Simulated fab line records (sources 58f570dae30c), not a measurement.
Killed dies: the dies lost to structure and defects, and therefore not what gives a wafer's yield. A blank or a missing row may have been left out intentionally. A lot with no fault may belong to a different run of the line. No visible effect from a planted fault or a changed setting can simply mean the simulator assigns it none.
Which tool did it? :: flow berkeley-cmos170 :: route of 331 steps, sampled at 1 step: 14 lots, 42 wafers

## WHAT THE GAUGES SHOWED, per wafer
Not one reading of a measure or inspect step in the record can be checked against a usual standard deviation.

## WHICH TOOL RAN EACH LOT (tool, then ch and the chambers of the sampled wafers, then the start)
lot: L966
UCB170_NWELL_STRIP_15: plasma-asher-03 ch 0,1, day 2 00:38

lot: L968
UCB170_NWELL_STRIP_15: plasma-asher-04 ch 0,1, day 2 10:28

lot: L970
UCB170_NWELL_STRIP_15: plasma-asher-03 ch 0,1, day 2 23:52

lot: L971
UCB170_NWELL_STRIP_15: plasma-asher-03 ch 0,1, day 3 07:43

lot: L973
UCB170_NWELL_STRIP_15: plasma-asher-02 ch 0,1, day 3 21:32

lot: L976
UCB170_NWELL_STRIP_15: plasma-asher-03 ch 0,1, day 4 05:45

lot: L980
UCB170_NWELL_STRIP_15: plasma-asher-02 ch 0,1, day 5 05:01

lot: L981
UCB170_NWELL_STRIP_15: plasma-asher-03 ch 0,1, day 5 07:26

lot: L982
UCB170_NWELL_STRIP_15: plasma-asher-02 ch 0,1, day 5 16:44

lot: L983
UCB170_NWELL_STRIP_15: plasma-asher-04 ch 0,1, day 5 17:01

lot: L984
UCB170_NWELL_STRIP_15: plasma-asher-02 ch 0,1, day 6 03:35

lot: L986
UCB170_NWELL_STRIP_15: plasma-asher-03 ch 0,1, day 6 08:23

lot: L987
UCB170_NWELL_STRIP_15: plasma-asher-03 ch 0,1, day 6 11:50

lot: L989
UCB170_NWELL_STRIP_15: plasma-asher-02 ch 0,1, day 6 18:25
- UCB170_NWELL_STRIP_15: strips in O2.

## AS READ BY THE TOOLS THEMSELVES (means over the sampled wafers that have a number; for cases with no such wafer, the mark the record gives instead)
UCB170_NWELL_STRIP_15.
lot: L966
tool: plasma-asher-03
chamber-pressure-mTorr (mTorr): 3499
drypump-motor-current-A (A): 5.61
oes-product-au (a.u.): 0.720
strip-time-to-endpoint-s (s): 18.00

lot: L968
tool: plasma-asher-04
chamber-pressure-mTorr (mTorr): 3498
drypump-motor-current-A (A): 5.78
oes-product-au (a.u.): 0.724
strip-time-to-endpoint-s (s): 18.04

lot: L970
tool: plasma-asher-03
chamber-pressure-mTorr (mTorr): -
drypump-motor-current-A (A): -
oes-product-au (a.u.): -
strip-time-to-endpoint-s (s): -

lot: L971
tool: plasma-asher-03
chamber-pressure-mTorr (mTorr): -
drypump-motor-current-A (A): -
oes-product-au (a.u.): -
strip-time-to-endpoint-s (s): -

lot: L973
tool: plasma-asher-02
chamber-pressure-mTorr (mTorr): 3497
drypump-motor-current-A (A): 5.56
oes-product-au (a.u.): 0.723
strip-time-to-endpoint-s (s): 18.08

lot: L976
tool: plasma-asher-03
chamber-pressure-mTorr (mTorr): 3501
drypump-motor-current-A (A): 5.62
oes-product-au (a.u.): 0.722
strip-time-to-endpoint-s (s): 17.94

lot: L980
tool: plasma-asher-02
chamber-pressure-mTorr (mTorr): 3500
drypump-motor-current-A (A): 5.56
oes-product-au (a.u.): 0.717
strip-time-to-endpoint-s (s): 17.96

lot: L981
tool: plasma-asher-03
chamber-pressure-mTorr (mTorr): 3501
drypump-motor-current-A (A): 5.62
oes-product-au (a.u.): 0.722
strip-time-to-endpoint-s (s): 18.04

lot: L982
tool: plasma-asher-02
chamber-pressure-mTorr (mTorr): 3502
drypump-motor-current-A (A): 5.54
oes-product-au (a.u.): 0.722
strip-time-to-endpoint-s (s): 18.02

lot: L983
tool: plasma-asher-04
chamber-pressure-mTorr (mTorr): 3499
drypump-motor-current-A (A): 5.50
oes-product-au (a.u.): 0.717
strip-time-to-endpoint-s (s): 17.94

lot: L984
tool: plasma-asher-02
chamber-pressure-mTorr (mTorr): 3499
drypump-motor-current-A (A): 5.54
oes-product-au (a.u.): 0.719
strip-time-to-endpoint-s (s): 18.01

lot: L986
tool: plasma-asher-03
chamber-pressure-mTorr (mTorr): 3498
drypump-motor-current-A (A): 5.51
oes-product-au (a.u.): 0.723
strip-time-to-endpoint-s (s): 17.96

lot: L987
tool: plasma-asher-03
chamber-pressure-mTorr (mTorr): 3500
drypump-motor-current-A (A): 5.62
oes-product-au (a.u.): 0.719
strip-time-to-endpoint-s (s): 18.02

lot: L989
tool: plasma-asher-02
chamber-pressure-mTorr (mTorr): 3497
drypump-motor-current-A (A): 5.54
oes-product-au (a.u.): 0.721
strip-time-to-endpoint-s (s): 18.04

## THE ANSWER, worked out from the rows above alone
Rule: the lots themselves supply what counts as usual. The widest of any qualifying gaps counts: lots, ordered by their means at a reading, are off when they make up no more than a third of the lots, leave a main group of 4 or more, and stand apart from it by 3 or more times the standard deviation of that group's means. A main group whose means are all the same, to the digits that the tables above print for the reading, isn't used. A lot without any number at a reading at which 4 lots or more have one is off too. All remaining lots with rows at the step are treated as sound. First the gauges in route order, then the tools' own readings, where a lot's mean is used as printed above. The first step at which some lot is off is used, and at that step the reading that is off furthest; a lot without a number counts as furthest.
Off: L970, L971 (UCB170_NWELL_STRIP_15, chamber-pressure-mTorr). Without a number there: L970, L971. Mean 3499 mTorr and standard deviation 1.5 in the main group.
If a tool, at that step or one of the process steps before it, ran each lot that is off and ran no sound lot following the first of them, it fits. Of those tried, none fits.

## WHAT THE SIMULATOR HAD INSERTED
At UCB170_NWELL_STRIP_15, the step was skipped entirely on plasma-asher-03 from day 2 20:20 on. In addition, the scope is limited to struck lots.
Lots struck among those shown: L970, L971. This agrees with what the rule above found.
